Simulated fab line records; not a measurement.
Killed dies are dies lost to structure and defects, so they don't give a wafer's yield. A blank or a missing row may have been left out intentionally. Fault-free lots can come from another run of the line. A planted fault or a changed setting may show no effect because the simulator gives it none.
A lot that was struck, set against a sound lot | flow rit-cmos | 21 out of 202 route steps
Sound: the wafers L176.3, L176.4, L176.5. Wafers L180.2, L180.4, L180.6 were the ones struck. The cause comes at the end.
At each step with rows: each side's tool, then ch and its chambers, then its first start. Under that, the readings that differ: sound wafers | struck wafers | difference of the means | sigmas: that difference in standard deviations of wafers without a fault.
alike: a reading whose means differ by less than 2 such deviations, as well as words and numbers matching on both sides. not compared: withheld readings; readings where some wafer has no value; bounds like >300 that might hide an equal value; numbers whose values overlap and for which the record gives no deviation.
Wherever a step has rows on one side only, a row that says differs or no value, or a row with sigmas, the two part there. Non-overlapping numbers with no deviation appear without sigmas and do not part them. Lack of a reading on every wafer of one side parts them only where that side has two or more wafers.

first, 3 steps without rows for these wafers: RIT_GATE_CLEAN_02 (cleans in dHF, time 30 s); RIT_GATE_CLEAN_03 (cleans in SC2, time 600 s); RIT_GATE_CLEAN_04 (cleans in dHF, time 60 s).
RIT_FOX2_THK_MEAS_91:
  sound on film-metro-03, day 2 15:02; struck on film-metro-04, day 3 11:21
  reading                     | sound       | struck      | difference | sigmas
  FIELD_OXIDE_LEFT_2_THK (nm) | 268 266 271 | 253 254 262 | -12        | -2
then, 2 steps without rows for these wafers: RIT_GATE_OXIDATION_05 (target thk 3 nm, ox time 270 s); RIT_GATE_ANNEAL_06 (time 600 s).
RIT_GATE_THK_MEAS_07:
  sound on film-metro-04, day 2 19:40; struck on film-metro-04, day 3 15:40
  alike: GATE_OXIDE_THK
then, 1 step without rows for these wafers: RIT_GATE_CVD_08 (deposits poly-Si from SiH4, target thk 250 nm, time 2220 s).
RIT_GATE_THK_MEAS_09:
  sound on film-metro-03, day 2 21:20; struck on film-metro-03, day 3 17:20
  alike: GATE_POLY_THK
then, 3 steps without rows for these wafers: RIT_GATE_HMDS_10 (prime time 60 s); RIT_GATE_COAT_11 (resist thk 850 nm); RIT_GATE_SOFTBAKE_12 (time 60 s).
RIT_GATE_EXPOSE_13: exposes mask M6, target cd 150 nm.
  sound on iline-stepper-02 ch 0, day 2 21:59; struck on iline-stepper-01 ch 0, day 3 17:52
  reading | sound          | struck                  | difference | sigmas
  mask    | M6#0 M6#0 M6#0 | M6_R1#0 M6_R1#0 M6_R1#0 | differs    |
then, 2 steps without rows for these wafers: RIT_GATE_PEB_14; RIT_GATE_DEVELOP_15 (develop time 50 s).
RIT_GATE_CD_MEAS_16 targets a cd of 150 nm.
  sound on cd-sem-02, day 2 22:23; struck on cd-sem-01, day 3 18:16
  reading    | sound             | struck            | difference | sigmas
  cd-nm (nm) | 144.2 145.6 145.9 | 192.5 189.9 192.6 | +46.4      | +22
RIT_GATE_OVL_MEAS_17:
  sound on overlay-01, day 2 22:29; struck on overlay-02, day 3 18:22
  alike: GATE_OVL
then, 1 step without rows for these wafers: RIT_GATE_HARDBAKE_18 (time 60 s).
RIT_GATE_ETCH_19: etches poly-Si in SF6/CHF3/O2, stops on SiO2, time 165 s, target depth 312.5 nm.
  sound on rie-si-02 ch 0,1, day 2 22:40; struck on rie-si-02 ch 1,3, day 3 18:33
  reading               | sound             | struck            | difference | sigmas
  model.GATE.cd-nm (nm) | 144.3 145.8 145.8 | 192.4 189.8 192.1 | +46.1      |
  alike: drypump-motor-current-A, he-backside-leak-sccm, oes-product-au, rf-fwd-power-W, throttle-valve-pct
  not compared: rf-hours-counter-h
RIT_GATE_STRIP_20: strips in O2, time 180 s.
  sound on plasma-asher-04 ch 0,1, day 2 22:49; struck on plasma-asher-04 ch 0,1, day 3 18:39
  alike: drypump-motor-current-A
  not compared: rf-hours-counter-h
RIT_M1_PROBE_99:
  sound on prober-02, day 3 21:08; struck on prober-02, day 4 14:35
  reading             | sound | struck      | difference | sigmas
  killed-at-front-end | 9 7 8 | 263 264 264 | +256       | +95
  killed-dies         | 9 7 8 | 263 264 264 | +256       | +95
  killed-on-rim       | 0 3 4 | 70 70 70    | +68        | +56
  alike: killed-open, killed-short

WHERE THEY PART
Earliest at RIT_FOX2_THK_MEAS_91; latest, in this record, at RIT_M1_PROBE_99.

WHY: whatever the simulator had introduced
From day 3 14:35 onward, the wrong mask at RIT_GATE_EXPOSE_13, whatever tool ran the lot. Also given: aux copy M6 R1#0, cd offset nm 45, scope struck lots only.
